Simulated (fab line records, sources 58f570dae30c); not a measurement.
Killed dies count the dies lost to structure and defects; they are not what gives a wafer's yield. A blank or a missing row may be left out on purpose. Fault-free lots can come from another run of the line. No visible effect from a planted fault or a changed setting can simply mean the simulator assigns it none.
The same fault as seen by 2 desks ; flow berkeleyCmos170 ; only its own numbers are on each desk; what lay behind them is given at the end

THE METROLOGY DESK
Means of the sampled wafers that have a number, per lot and without regard to the tool the lot ran on: this is what the gauges read. A lot is out of limits, marked OUT, if its mean lies more than 4 standard deviations from the usual mean; the brackets give that distance.
Columns: A = NWELL_NITRIDE_THK at UCB170_NWELL_THK_MEAS_05, usual 224.3 nm; B = PWELL_TW at UCB170_PWELL_TW_MEAS_17, usual 379.4; C = ACTIVE_NITRIDE_THK at UCB170_ACTIVE_THK_MEAS_06, usual 220.1 nm; D = PFIELD_TW at UCB170_PFIELD_TW_MEAS_09, usual 602
lot;first seen here;A;B;C;D
L721;day 2 05:46;228.9;383.5;216.0;597
L722;day 2 15:53;225.2;381.7;220.2;604
L723;day 2 21:20;224.3;376.4;216.8;598
L724;day 2 21:21;224.4;379.6;218.5;605
L725;day 3 05:47;224.8;383.0;218.8;605
L726;day 3 05:47;225.3;376.0;224.5;599
L727;day 3 08:26;226.2;377.2;217.2;597
L728;day 3 15:26;225.2;376.7;219.5;609
L730;day 3 22:49;225.5;375.9;219.3;608
L733;day 4 11:37;190.3 (-17) OUT;380.3;219.9;599
L737;day 5 11:01;223.1;381.4;222.8;602
L738;day 5 15:05;220.8;381.7;223.5;602
L741;day 6 08:16;222.1;382.3;223.0;604
Per this desk, out of limits: L733; the first was L733, day 4 11:37 (NWELL_NITRIDE_THK at UCB170_NWELL_THK_MEAS_05). L721, L722, L723, L724, L725, L726, L727, L728, L730, L737, L738, L741 stayed within limits.

FOR THE TOOL OWNER'S DESK: lpcvd-02
The tool's own readings at UCB170_NWELL_CVD_04 (deposits Si3N4 from SiH2Cl2/NH3, target thk 224 nm, time 3360 s): means of the sampled wafers that have a number, for each lot that ran on this tool. A lot is out of limits, marked OUT, if its mean lies more than 4 standard deviations from the usual mean; the brackets give that distance.
Columns: A = nh3FlowSccm at UCB170_NWELL_CVD_04, usual 75.07 sccm; B = zonePowerCentrePct at UCB170_NWELL_CVD_04, usual 38 %; C = zonePowerSourcePct at UCB170_NWELL_CVD_04, usual 21.8 %
lot;first seen here;A;B;C
L722;day 2 12:58;75.11;34;20.3
L727;day 3 06:28;74.88;41;24.4
L728;day 3 13:30;74.77;34;20.2
L730;day 3 20:51;75.08;42;24.4
L733;day 4 09:40;60.13 (-79) OUT;34;20.3
This desk finds L733 out of limits, L733 being first, at day 4 09:40 (nh3FlowSccm at UCB170_NWELL_CVD_04). L722, L727, L728, L730 stayed within limits.

PUT TOGETHER
The tool owner's desk had the chance to raise an alarm at day 4 09:40 on L733.
An alarm was possible from the metrology desk at day 4 11:37, on L733.
Of the lots named, all ran UCB170_NWELL_CVD_04 on lpcvd-02.

WHAT HAD BEEN PUT IN BY THE SIMULATOR
lpcvd-02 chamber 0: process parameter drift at UCB170_NWELL_CVD_04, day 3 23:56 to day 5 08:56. Setting nh3FlowSccm, moved by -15, from 75. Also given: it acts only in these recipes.
Shown lots that were struck: L733.
Time in hours from fault onset to the first out-of-limits reading at each desk: tool owner's desk 10, metrology desk 12.
